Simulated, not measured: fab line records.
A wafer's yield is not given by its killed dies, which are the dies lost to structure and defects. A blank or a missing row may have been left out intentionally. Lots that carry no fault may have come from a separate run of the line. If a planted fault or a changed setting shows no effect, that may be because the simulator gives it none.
Which of the tools did it? -- flow rit-cmos -- 33 wafers from 11 lots sampled at 2 of the route's 202 steps

WHAT THE GAUGES SHOWED, per wafer
RIT_M1_CD_MEAS_09: target cd 2600 nm.
lot,measured,on,cd-nm (nm)
L965,day 3 06:07,cd-sem-02,2601.6 2603.1 2600.8
L966,day 3 10:32,cd-sem-01,2600.4 2600.8 2604.8
L967,day 3 17:21,cd-sem-01,2597.4 2599.3 2600.5
L969,day 4 04:32,cd-sem-01,2594.6 2566.4 2570.1
L978,day 6 09:02,cd-sem-02,2602.4 2604.0 2601.0
L983,day 7 01:36,cd-sem-02,2602.5 2602.2 2602.7
L984,day 7 05:24,cd-sem-02,2599.0 2600.8 2598.5
L985,day 7 10:13,cd-sem-01,2600.6 2601.8 2601.0
L986,day 7 14:43,cd-sem-02,2600.9 2599.0 2600.0
L987,day 7 22:01,cd-sem-02,2599.7 2599.6 2598.0
L988,day 8 05:24,cd-sem-01,2602.4 2601.3 2603.6

WHAT TOOL EACH LOT RAN ON (gives the tool, then ch and the chambers of the sampled wafers, and finally the start)
lot,RIT_M1_EXPOSE_06
L965,"iline-stepper-01 ch 0, day 3 05:41"
L966,"iline-stepper-01 ch 0, day 3 10:07"
L967,"iline-stepper-01 ch 0, day 3 16:55"
L969,"iline-stepper-01 ch 0, day 4 04:07"
L978,"iline-stepper-02 ch 0, day 6 08:37"
L983,"iline-stepper-02 ch 0, day 7 01:10"
L984,"iline-stepper-01 ch 0, day 7 04:58"
L985,"iline-stepper-01 ch 0, day 7 09:47"
L986,"iline-stepper-01 ch 0, day 7 14:08"
L987,"iline-stepper-01 ch 0, day 7 21:35"
L988,"iline-stepper-02 ch 0, day 8 04:58"
- RIT_M1_EXPOSE_06: exposes mask M12, target cd 2600 nm.

THE ANSWER, worked out from the rows above alone
Rule: the lots themselves supply what counts as usual. Put in order of their means at a reading, lots are off if they are a third of the lots or fewer, leave a main group of 4 or more, and stand apart from it by a gap of 3 or more times the standard deviation of the main group's means; of several such gaps the widest counts. If all means in a main group match to the digits the tables above print for the reading, that group is not used. A lot without any number at a reading at which 4 lots or more have one is off too. Any other lot the step has rows for is counted as sound.
Off, at RIT_M1_CD_MEAS_09 on cd-nm: L969. The main group has a mean of 2601.0 nm with a standard deviation of 1.4.
If a tool, at a process step before that reading, ran all the lots that are off and no sound lot after the first of them, it fits. Gauges at RIT_M1_CD_MEAS_09: tried the same way as those tools. No candidate that was tried fits.

WHAT THE SIMULATOR HAD PUT IN
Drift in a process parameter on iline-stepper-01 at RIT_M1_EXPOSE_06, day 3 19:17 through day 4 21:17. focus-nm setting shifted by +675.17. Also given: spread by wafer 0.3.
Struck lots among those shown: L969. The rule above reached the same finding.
